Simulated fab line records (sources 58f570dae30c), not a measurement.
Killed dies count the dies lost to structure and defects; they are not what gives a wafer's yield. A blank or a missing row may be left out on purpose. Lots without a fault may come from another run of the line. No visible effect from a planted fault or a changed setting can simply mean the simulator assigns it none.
fab line records    flow berkeleyCmos170
[record] lots = 5  wafers = 23
route steps=331 shown PWELL@39 ACTIVE@62 PFIELD@86 SACOX@98 PVT@122
startH: start of the lot's first displayed wafer, in hours after the record's first day    waitH: time in hours since the lot's previous step    " unchanged from the row above    L1.1+2: a single row standing in for several wafers    - either no value or no given start    * or withheld: withheld    < > ~ a bound
route shown NAME@n: NAME is a module with steps in the file, n the number in the route of the first one    usual: mean and standard deviation over wafers with no fault    same: alike in all rows    chamber/n: place in a boat    sites: per-site readings    _std_site: the values' standard deviation    _edge_site: mean of outer sites minus mean of inner sites    radiusMm: how far each site lies from the wafer's centre    mask NAME#n: copy n    behind: tool/chamber where the wafer was last shaped    hold: why the lot was held/for how many hours/how that ended    device: the transistor (n, p or np) that didn't switch    end of line: tests run on the same wafers once the route is complete    a step without rows: its recipe alone    killed: at the first sort, the dies lost to defects and structure; wafer yield is something else    map: the dies of a wafer, with x for killed, . for not killed, _ for no die there
set.NAME: the run value of the setting; set.NAME@STEP: its run value at that earlier step    model.NAME: the simulator's own value behind a step, which no gauge read
lots whose settings were changed on purpose; a table a step, a row a wafer
[[steps]]
[step UCB170_PWELL_CVD_05]
[recipe] material = Si3N4  targetThkNm = 220  tempC = 800  precursor = SiH2Cl2/NH3  timeS = 3300  pressureMtorr = 200  sih2cl2FlowSccm = 25  nh3FlowSccm = 75
lot.wafer  tool      chamber  startH  waitH  set.tempC  model.Si3N4_of_PWELL_CVD_05.thkNm
L074.1     lpcvd-01  0        47.61   0.0    800        219.4
L074.5     "         0        "       "      800        220.7
L074.6     "         0        "       "      800        220.3
L075.1     -         -        -       0.0    800        216.4
L075.2     "         -        "       "      800        217.8
L075.4     "         -        "       "      800        217
L075.5     "         -        "       "      800        218.9
L075.6     "         -        "       "      800        216.7
L078.1+3   -         -        -       0.0    806.7      247.7
L078.2     "         -        "       "      806.7      249.2
L078.4     "         -        "       "      806.7      249.5
L078.6     "         -        "       "      806.7      247.1
L080.1     -         -        -       1.6    778.8      150.8
L080.2     "         -        "       "      778.8      153.2
L080.3     "         -        "       "      778.8      150.2
L080.5     "         -        "       "      778.8      151.3
L080.6     "         -        "       "      778.8      152.1
L085.1     -         -        -       1.1    800        217.6
L085.3     "         -        "       "      800        215.9
L085.4     "         -        "       "      800        218.3
L085.5     "         -        "       "      800        216.3
L085.6     "         -        "       "      800        217.3
[step UCB170_PWELL_THK_MEAS_06]
[recipe] reads = Si3N4_of_PWELL_CVD_05
[usual] PWELL_NITRIDE_THK = 219.2/2.7
lot.wafer  tool          chamber  startH  waitH  set.tempC@PWELL_CVD_05  PWELL_NITRIDE_THK[nm]
L074.1     filmMetro-03  -        49.53   0.0    800                     219.2
L074.5     "             -        "       "      800                     220.8
L074.6     "             -        "       "      800                     220.5
L075.1     filmMetro-01  -        -       -      800                     216.3
L075.2     "             -        "       "      800                     217.9
L075.4     "             -        "       "      800                     217.2
L075.5     "             -        "       "      800                     218.8
L075.6     "             -        "       "      800                     216.6
L078.1     filmMetro-04  -        -       -      806.7                   247.7
L078.2     "             -        "       "      806.7                   249.2
L078.3     "             -        "       "      806.7                   247.9
L078.4     "             -        "       "      806.7                   249.3
L078.6     "             -        "       "      806.7                   247.1
L080.1     filmMetro-03  -        -       -      778.8                   150.8
L080.2     "             -        "       "      778.8                   153.1
L080.3     "             -        "       "      778.8                   150.4
L080.5     "             -        "       "      778.8                   151.2
L080.6     "             -        "       "      778.8                   152.3
L085.1     filmMetro-01  -        -       -      800                     217.7
L085.3     "             -        "       "      800                     215.9
L085.4     "             -        "       "      800                     218.3
L085.5     "             -        "       "      800                     216.4
L085.6     "             -        "       "      800                     217.2
[step UCB170_PWELL_HMDS_07]
[recipe] primeTimeS = 60  primeTempC = 100
[step UCB170_PWELL_COAT_08]
[recipe] resist = KrF  spinRpm = 1500  resistThkNm = 900
[step UCB170_PWELL_DEVELOP_12]
[recipe] developer = TMAH  developTimeS = 45  resist = KrF  devTempC = 21
[step UCB170_PWELL_ETCH_14]
[recipe] chemistry = CH3F/Ar/O2  target = Si3N4  stopOn = SiO2  CH3F_flow_sccm = 20  Ar_flow_sccm = 50  O2_flow_sccm = 7  pressureMtorr = 50  rfW = 450  targetDepthA = 2420  overEtchFrac = 0.1  timeS = 151
[usual] oesProductAu = 0.938/0.016
lot.wafer  tool        chamber  startH  waitH  set.tempC@PWELL_CVD_05  oesProductAu  model.etch.depthNm
L074.1     rieDiel-04  0        50.64   0.0    800                     0.942         219.4
L074.5     "           0        "       "      800                     0.947         220.7
L074.6     "           3        "       "      800                     0.923         220.3
L075.1     rieDiel-03  2        58.59   0.0    800                     0.923         216.4
L075.2     "           0        "       "      800                     0.922         -
L075.4     "           1        "       "      800                     0.917         -
L075.5     "           1        "       "      800                     0.925         218.9
L075.6     "           0        "       "      800                     0.931         216.7
L078.1     rieDiel-04  0        72.09   0.0    806.7                   0.994         240.7
L078.2     "           2        "       "      806.7                   1.020         -
L078.3     "           1        "       "      806.7                   1.016         -
L078.4     "           3        "       "      806.7                   0.991         -
L078.6     "           0        "       "      806.7                   0.986         -
L080.1     rieDiel-03  1        78.41   0.0    778.8                   0.745         -
L080.2     "           3        "       "      778.8                   0.757         153.2
L080.3     "           2        "       "      778.8                   0.750         -
L080.5     "           3        "       "      778.8                   0.741         -
L080.6     "           0        "       "      778.8                   0.773         152.1
L085.1     rieDiel-04  3        106.90  0.0    800                     0.926         -
L085.3     "           0        "       "      800                     0.934         215.9
L085.4     "           2        "       "      800                     0.949         -
L085.5     "           2        "       "      800                     0.958         -
L085.6     "           3        "       "      800                     0.920         -
[step UCB170_PWELL_IMPLANT_15]
[recipe] species = B  doseCm2 = 5e+12  energyKev = 60  tiltDeg = 7
lot.wafer       tool          chamber  startH  waitH  set.energyKev  model.implant.rpNm  model.implant.drpNm
L074.1+5+6      implanter-01  0        50.74   0.1    60             185.6               64.7
L075.1+2+4+5+6  implanter-03  0        58.69   0.1    60             190.5               64.7
L078.1+2+3+4+6  implanter-03  0        72.19   0.1    60             196.4               64.7
L080.1+3+5      implanter-02  0        78.51   0.1    60             189.6               64.7
L080.2+6        "             0        "       "      61.77          196.1               65.7
L085.1+4+5      implanter-03  0        107.00  0.1    60             187.7               64.7
L085.3+6        "             0        "       "      56.71          178.2               62.78
[step UCB170_ACTIVE_OXIDATION_02]
[recipe] tempC = 1000  ambient = O2  targetThkA = 264  oxTimeS = 1260
lot.wafer  tool        chamber  startH  waitH  set.oxTimeS  model.SiO2_of_ACTIVE_OXIDATION_02.thkNm
L074.1     furnace-01  0        71.91   3.2    1260         27.38
L074.5     "           0        "       "      1260         27.02
L074.6     "           0        "       "      1260         26.97
L075.1     -           -        -       0.0    1206         26.23
L075.2     "           -        "       "      1206         26.2
L075.4     "           -        "       "      1206         26.6
L075.5     "           -        "       "      1206         26.15
L075.6     "           -        "       "      1206         26.34
L078.1     -           -        -       2.7    1335         27.48
L078.2     "           -        "       "      1335         27.69
L078.3     "           -        "       "      1335         27.56
L078.4     "           -        "       "      1335         27.41
L078.6     "           -        "       "      1335         27.32
L080.1     -           -        -       3.7    1124         24.47
L080.2     "           -        "       "      1124         24.41
L080.3     "           -        "       "      1124         24.66
L080.5     "           -        "       "      1124         24.95
L080.6     "           -        "       "      1124         24.51
L085.1     -           -        -       4.1    1335         28.15
L085.3     "           -        "       "      1335         27.78
L085.4     "           -        "       "      1335         28.56
L085.5     "           -        "       "      1335         28.16
L085.6     "           -        "       "      1335         28.33
[step UCB170_ACTIVE_THK_MEAS_03]
[recipe] reads = SiO2_of_ACTIVE_OXIDATION_02
[usual] ACTIVE_OXIDE_THK = 26.7/0.42
lot.wafer  tool          chamber  startH  waitH  set.oxTimeS@ACTIVE_OXIDATION_02  ACTIVE_OXIDE_THK[nm]
L074.1     filmMetro-02  -        73.26   0.0    1260                             27.4
L074.5     "             -        "       "      1260                             27.0
L074.6     "             -        "       "      1260                             27.0
L075.1     filmMetro-04  -        -       -      1206                             26.2
L075.2     "             -        "       "      1206                             26.2
L075.4     "             -        "       "      1206                             26.6
L075.5     "             -        "       "      1206                             26.2
L075.6     "             -        "       "      1206                             26.3
L078.1     filmMetro-03  -        -       -      1335                             27.5
L078.2     "             -        "       "      1335                             27.7
L078.3     "             -        "       "      1335                             27.6
L078.4     "             -        "       "      1335                             27.4
L078.6     "             -        "       "      1335                             27.3
L080.1     filmMetro-04  -        -       -      1124                             24.4
L080.2     "             -        "       "      1124                             24.4
L080.3     "             -        "       "      1124                             24.6
L080.5     "             -        "       "      1124                             24.9
L080.6     "             -        "       "      1124                             24.5
L085.1     filmMetro-04  -        -       -      1335                             28.1
L085.3     "             -        "       "      1335                             27.8
L085.4     "             -        "       "      1335                             28.5
L085.5     "             -        "       "      1335                             28.2
L085.6     "             -        "       "      1335                             28.3
[step UCB170_ACTIVE_PEB_11]
[recipe] pebTempC = 130  pebTimeS = withheld  resist = KrF
lot.wafer       tool           chamber  startH  waitH  set.pebTempC
L074.1+5+6      lithoTrack-04  0        78.57   0.1    130
L075.1+4+5      lithoTrack-02  0        84.68   0.2    130
L075.2+6        "              0        "       "      131.1
L078.1+2+6      lithoTrack-02  0        98.01   0.1    132.3
L078.3+4        "              0        "       "      130
L080.1+3+6      lithoTrack-04  0        109.21  0.7    128.6
L080.2+5        "              0        "       "      130
L085.1+3+4+5+6  lithoTrack-04  0        135.99  0.1    130
[step UCB170_ACTIVE_DEVELOP_12]
[recipe] developer = TMAH  developTimeS = 45  resist = KrF  devTempC = 21
[step UCB170_ACTIVE_CD_MEAS_13]
[recipe] targetCdNm = 1200
[usual] cdNm = 1200.2/1.1
lot.wafer  tool      chamber  startH  waitH  set.pebTempC@ACTIVE_PEB_11  cdNm
L074.1     cdSem-02  -        78.84   -      130                         1201.4
L074.5     "         -        "       "      130                         1202.2
L074.6     "         -        "       "      130                         1202.4
L075.1     cdSem-01  -        85.01   -      130                         1198.8
L075.2     "         -        "       "      131.1                       1192.7
L075.4     "         -        "       "      130                         1200.2
L075.5     "         -        "       "      130                         1199.6
L075.6     "         -        "       "      131.1                       1193.2
L078.1     cdSem-02  -        98.29   -      132.3                       1188.2
L078.2     "         -        "       "      132.3                       1188.2
L078.3     "         -        "       "      130                         1201.9
L078.4     "         -        "       "      130                         1200.4
L078.6     "         -        "       "      132.3                       1187.4
L080.1     cdSem-01  -        109.49  -      128.6                       1210.7
L080.2     "         -        "       "      130                         1199.7
L080.3     "         -        "       "      128.6                       1209.4
L080.5     "         -        "       "      130                         1199.0
L080.6     "         -        "       "      128.6                       1210.6
L085.1     cdSem-02  -        136.27  -      130                         1200.2
L085.3     "         -        "       "      130                         1199.7
L085.4     "         -        "       "      130                         1200.0
L085.5     "         -        "       "      130                         1200.6
L085.6     "         -        "       "      130                         1200.3
[step UCB170_ACTIVE_ETCH_15]
[recipe] chemistry = CH3F/Ar/O2  target = Si3N4  stopOn = SiO2  CH3F_flow_sccm = 20  Ar_flow_sccm = 50  O2_flow_sccm = 7  pressureMtorr = 50  rfW = 450  targetDepthA = 2420  overEtchFrac = 0.1  timeS = 151
lot.wafer  tool        chamber  startH  waitH  set.rfW  set.pebTempC@ACTIVE_PEB_11  model.ACTIVE.cdNm  model.SiO2_of_ACTIVE_OXIDATION_02.thkNm
L074.1     rieDiel-04  2        79.00   0.0    450      130                         1201               23.21
L074.5     "           0        "       "      450      130                         1202               23.43
L074.6     "           1        "       "      450      130                         1202               23.16
L075.1     rieDiel-04  3        85.17   0.0    450      130                         1199               22.55
L075.2     "           0        "       "      501.5    131.1                       1193               20.5
L075.4     "           2        "       "      450      130                         1200               22.41
L075.5     "           0        "       "      501.5    130                         1199               20.46
L075.6     "           1        "       "      501.5    131.1                       1193               20.25
L078.1     rieDiel-04  1        98.44   0.0    450      132.3                       1188               23.65
L078.2     "           3        "       "      450      132.3                       1188               24.02
L078.3     "           0        "       "      450      130                         1202               23.93
L078.4     "           2        "       "      450      130                         1201               23.23
L078.6     "           1        "       "      450      132.3                       1188               23.5
L080.1     rieDiel-01  3        109.64  0.0    450      128.6                       1211               20.79
L080.2     "           1        "       "      450      130                         1200               20.66
L080.3     "           0        "       "      450      128.6                       1209               20.77
L080.5     "           3        "       "      450      130                         1199               21.29
L080.6     "           0        "       "      450      128.6                       1211               20.62
L085.1     rieDiel-03  0        136.43  0.0    489.3    130                         1200               23.08
L085.3     "           1        "       "      489.3    130                         1200               22.52
L085.4     "           3        "       "      450      130                         1200               24.8
L085.5     "           0        "       "      450      130                         1200               24.53
L085.6     "           1        "       "      450      130                         1200               24.65
[step UCB170_ACTIVE_STRIP_16]
[recipe] chemistry = O2  powerW = 400  pressureMtorr = 3500  platenTempC = withheld  o2FlowSccm = 400  overashFraction = 0.5
[step UCB170_ACTIVE_CD_MEAS_90]
[recipe] targetCdNm = 1200
[usual] cdNm = 1200.3/1.1
lot.wafer  tool      chamber  startH  waitH  set.pebTempC@ACTIVE_PEB_11  cdNm
L074.1     cdSem-01  -        79.20   0.1    130                         1201.1
L074.5     "         -        "       "      130                         1202.0
L074.6     "         -        "       "      130                         1202.7
L075.1     cdSem-01  -        85.37   0.1    130                         1199.1
L075.2     "         -        "       "      131.1                       1193.3
L075.4     "         -        "       "      130                         1200.2
L075.5     "         -        "       "      130                         1199.0
L075.6     "         -        "       "      131.1                       1193.3
L078.1     cdSem-02  -        98.64   0.1    132.3                       1188.5
L078.2     "         -        "       "      132.3                       1187.7
L078.3     "         -        "       "      130                         1202.1
L078.4     "         -        "       "      130                         1200.5
L078.6     "         -        "       "      132.3                       1187.6
L080.1     cdSem-02  -        109.84  0.1    128.6                       1210.6
L080.2     "         -        "       "      130                         1199.4
L080.3     "         -        "       "      128.6                       1209.5
L080.5     "         -        "       "      130                         1199.0
L080.6     "         -        "       "      128.6                       1210.7
L085.1     cdSem-01  -        136.63  0.1    130                         1200.1
L085.3     "         -        "       "      130                         1199.5
L085.4     "         -        "       "      130                         1199.9
L085.5     "         -        "       "      130                         1200.5
L085.6     "         -        "       "      130                         1200.2
[step UCB170_PFIELD_IMPLANT_07]
[recipe] species = B  doseCm2 = 2e+13  energyKev = 80  tiltDeg = 7
lot.wafer   tool          chamber  startH  waitH  set.doseCm2
L074.1+5+6  implanter-01  0        83.21   0.0    2e+13
L075.1+2    implanter-03  0        87.55   0.0    2.14e+13
L075.4+5+6  "             0        "       "      2e+13
L078.1+3+4  implanter-03  0        100.35  0.0    2e+13
L078.2+6    "             0        "       "      1.955e+13
L080.1+5    implanter-03  0        112.90  0.0    2.07e+13
L080.2+3+6  "             0        "       "      2e+13
L085.1+6    implanter-04  0        139.27  0.0    2e+13
L085.3+4+5  "             0        "       "      2.071e+13
[step UCB170_PFIELD_STRIP_08]
[recipe] chemistry = O2  powerW = 400  pressureMtorr = 3500  platenTempC = withheld  o2FlowSccm = 400  overashFraction = 0.5
[step UCB170_PFIELD_TW_MEAS_09]
[usual] PFIELD_TW = 600/4.2
lot.wafer  tool          chamber  startH  waitH  set.doseCm2@PFIELD_IMPLANT_07  PFIELD_TW
L074.1     filmMetro-03  -        83.46   0.1    2e+13                          605
L074.5     "             -        "       "      2e+13                          604
L074.6     "             -        "       "      2e+13                          599
L075.1     filmMetro-02  -        87.80   0.1    2.14e+13                       606
L075.2     "             -        "       "      2.14e+13                       604
L075.4     "             -        "       "      2e+13                          594
L075.5     "             -        "       "      2e+13                          597
L075.6     "             -        "       "      2e+13                          594
L078.1     filmMetro-03  -        100.60  0.1    2e+13                          602
L078.2     "             -        "       "      1.955e+13                      597
L078.3     "             -        "       "      2e+13                          601
L078.4     "             -        "       "      2e+13                          599
L078.6     "             -        "       "      1.955e+13                      597
L080.1     filmMetro-03  -        113.15  0.1    2.07e+13                       610
L080.2     "             -        "       "      2e+13                          602
L080.3     "             -        "       "      2e+13                          603
L080.5     "             -        "       "      2.07e+13                       611
L080.6     "             -        "       "      2e+13                          604
L085.1     filmMetro-02  -        139.52  0.1    2e+13                          600
L085.3     "             -        "       "      2.071e+13                      605
L085.4     "             -        "       "      2.071e+13                      604
L085.5     "             -        "       "      2.071e+13                      606
L085.6     "             -        "       "      2e+13                          596
[step UCB170_SACOX_OXIDATION_01]
[recipe] tempC = 900  ambient = O2  targetThkA = 144  oxTimeS = 2400
lot.wafer  tool        chamber  startH  waitH  set.tempC  model.SiO2_of_SACOX_OXIDATION_01.thkNm
L074.1     furnace-03  0        97.74   1.6    900        14.4
L074.5     "           0        "       "      900        14.53
L074.6     "           0        "       "      900        14.37
L075.1     -           -        -       3.4    923.2      18.49
L075.2     "           -        "       "      923.2      18.2
L075.4     "           -        "       "      923.2      18.23
L075.5     "           -        "       "      923.2      18
L075.6     "           -        "       "      923.2      17.8
L078.1     -           -        -       3.0    886.1      12.69
L078.2     "           -        "       "      886.1      12.59
L078.3     "           -        "       "      886.1      12.72
L078.4     "           -        "       "      886.1      12.53
L078.6     "           -        "       "      886.1      12.83
L080.1     -           -        -       2.9    875        11.08
L080.2     "           -        "       "      875        11.06
L080.3     "           -        "       "      875        11
L080.5     "           -        "       "      875        11.13
L080.6     "           -        "       "      875        10.85
L085.1     -           -        -       3.0    884.5      12.06
L085.3     "           -        "       "      884.5      12.25
L085.4     "           -        "       "      884.5      12.27
L085.5     "           -        "       "      884.5      12.29
L085.6     "           -        "       "      884.5      12.43
[step UCB170_SACOX_THK_MEAS_02]
[recipe] reads = SiO2_of_SACOX_OXIDATION_01
[usual] SACOX_OXIDE_THK = 14.47/0.25
lot.wafer  tool          chamber  startH  waitH  set.tempC@SACOX_OXIDATION_01  SACOX_OXIDE_THK[nm]
L074.1     filmMetro-01  -        99.40   0.0    900                           14.40
L074.5     "             -        "       "      900                           14.48
L074.6     "             -        "       "      900                           14.35
L075.1     filmMetro-01  -        -       -      923.2                         18.49
L075.2     "             -        "       "      923.2                         18.21
L075.4     "             -        "       "      923.2                         18.21
L075.5     "             -        "       "      923.2                         18.02
L075.6     "             -        "       "      923.2                         17.80
L078.1     filmMetro-02  -        -       -      886.1                         12.73
L078.2     "             -        "       "      886.1                         12.54
L078.3     "             -        "       "      886.1                         12.71
L078.4     "             -        "       "      886.1                         12.56
L078.6     "             -        "       "      886.1                         12.82
L080.1     filmMetro-02  -        -       -      875                           11.04
L080.2     "             -        "       "      875                           11.07
L080.3     "             -        "       "      875                           11.02
L080.5     "             -        "       "      875                           11.17
L080.6     "             -        "       "      875                           10.84
L085.1     filmMetro-01  -        -       -      884.5                         12.05
L085.3     "             -        "       "      884.5                         12.26
L085.4     "             -        "       "      884.5                         12.24
L085.5     "             -        "       "      884.5                         12.29
L085.6     "             -        "       "      884.5                         12.44
[step UCB170_PVT_IMPLANT_07]
[recipe] species = P  doseCm2 = 2e+12  energyKev = 30  tiltDeg = 7
lot.wafer       tool          chamber  startH  waitH  set.doseCm2
L074.1+5+6      implanter-02  0        113.73  0.0    2e+12
L075.1+2+4+5+6  implanter-04  0        117.45  0.0    2e+12
L078.1+2        implanter-02  0        130.56  0.0    1.946e+12
L078.3+4+6      "             0        "       "      2e+12
L080.1+2        implanter-01  0        143.70  0.0    2.078e+12
L080.3+5+6      "             0        "       "      2e+12
L085.1+5+6      implanter-04  0        172.08  0.0    2.15e+12
L085.3+4        "             0        "       "      2e+12
[step UCB170_PVT_STRIP_08]
[recipe] chemistry = O2  powerW = 400  pressureMtorr = 3500  platenTempC = withheld  o2FlowSccm = 400  overashFraction = 0.5
[step UCB170_PVT_TW_MEAS_09]
[usual] PVT_TW = 509/3
lot.wafer  tool          chamber  startH  waitH  set.doseCm2@PVT_IMPLANT_07  PVT_TW
L074.1     filmMetro-01  -        113.98  0.1    2e+12                       511
L074.5     "             -        "       "      2e+12                       513
L074.6     "             -        "       "      2e+12                       514
L075.1     filmMetro-03  -        117.70  0.1    2e+12                       506
L075.2     "             -        "       "      2e+12                       508
L075.4     "             -        "       "      2e+12                       504
L075.5     "             -        "       "      2e+12                       507
L075.6     "             -        "       "      2e+12                       509
L078.1     filmMetro-01  -        130.81  0.1    1.946e+12                   505
L078.2     "             -        "       "      1.946e+12                   505
L078.3     "             -        "       "      2e+12                       507
L078.4     "             -        "       "      2e+12                       512
L078.6     "             -        "       "      2e+12                       507
L080.1     filmMetro-04  -        143.95  0.1    2.078e+12                   508
L080.2     "             -        "       "      2.078e+12                   510
L080.3     "             -        "       "      2e+12                       505
L080.5     "             -        "       "      2e+12                       507
L080.6     "             -        "       "      2e+12                       505
L085.1     filmMetro-03  -        172.33  0.1    2.15e+12                    523
L085.3     "             -        "       "      2e+12                       510
L085.4     "             -        "       "      2e+12                       511
L085.5     "             -        "       "      2.15e+12                    520
L085.6     "             -        "       "      2.15e+12                    522
[[key]]
[split] step = UCB170_PWELL_CVD_05  setting = tempC  stated = 800  by = lot
[response] step = UCB170_PWELL_CVD_05  reading = model.Si3N4_of_PWELL_CVD_05.thkNm  change = +26.7  per = 1%  r = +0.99
[response] step = UCB170_PWELL_THK_MEAS_06  reading = PWELL_NITRIDE_THK  change = +26.7  per = 1%  r = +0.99
[response] step = UCB170_PWELL_ETCH_14  reading = oesProductAu  change = +0.0697  per = 1%  r = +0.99
[response] step = UCB170_PWELL_ETCH_14  reading = model.etch.depthNm  change = +24.9  per = 1%  r = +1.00
[split] step = UCB170_PWELL_IMPLANT_15  setting = energyKev  stated = 60  by = wafer
[response] step = UCB170_PWELL_IMPLANT_15  reading = model.implant.rpNm  change = +1.83  per = 1%  r = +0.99
[response] step = UCB170_PWELL_IMPLANT_15  reading = model.implant.drpNm  change = +0.348  per = 1%  r = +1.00
[split] step = UCB170_ACTIVE_OXIDATION_02  setting = oxTimeS  stated = 1260  by = lot
[response] step = UCB170_ACTIVE_OXIDATION_02  reading = model.SiO2_of_ACTIVE_OXIDATION_02.thkNm  change = +0.187  per = 1%  r = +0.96
[response] step = UCB170_ACTIVE_THK_MEAS_03  reading = ACTIVE_OXIDE_THK  change = +0.188  per = 1%  r = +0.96
[split] step = UCB170_ACTIVE_PEB_11  setting = pebTempC  stated = 130  by = wafer
[response] step = UCB170_ACTIVE_CD_MEAS_13  reading = cdNm  change = -8.12  per = 1%  r = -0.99
[response] step = UCB170_ACTIVE_ETCH_15  reading = model.ACTIVE.cdNm  change = -8.11  per = 1%  r = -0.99
[response] step = UCB170_ACTIVE_CD_MEAS_90  reading = cdNm  change = -8.16  per = 1%  r = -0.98
[split] step = UCB170_ACTIVE_ETCH_15  setting = rfW  stated = 450  by = wafer
[response] step = UCB170_ACTIVE_ETCH_15  reading = model.SiO2_of_ACTIVE_OXIDATION_02.thkNm  change = -0.193  per = 1%  r = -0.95
[split] step = UCB170_PFIELD_IMPLANT_07  setting = doseCm2  stated = 2e+13  by = wafer
[response] step = UCB170_PFIELD_TW_MEAS_09  reading = PFIELD_TW  change = +1.64  per = 1%  r = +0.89
[split] step = UCB170_SACOX_OXIDATION_01  setting = tempC  stated = 900  by = lot
[response] step = UCB170_SACOX_OXIDATION_01  reading = model.SiO2_of_SACOX_OXIDATION_01.thkNm  change = +1.33  per = 1%  r = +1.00
[response] step = UCB170_SACOX_THK_MEAS_02  reading = SACOX_OXIDE_THK  change = +1.33  per = 1%  r = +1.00
[split] step = UCB170_PVT_IMPLANT_07  setting = doseCm2  stated = 2e+12  by = wafer
[response] step = UCB170_PVT_TW_MEAS_09  reading = PVT_TW  change = +1.37  per = 1%  r = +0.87
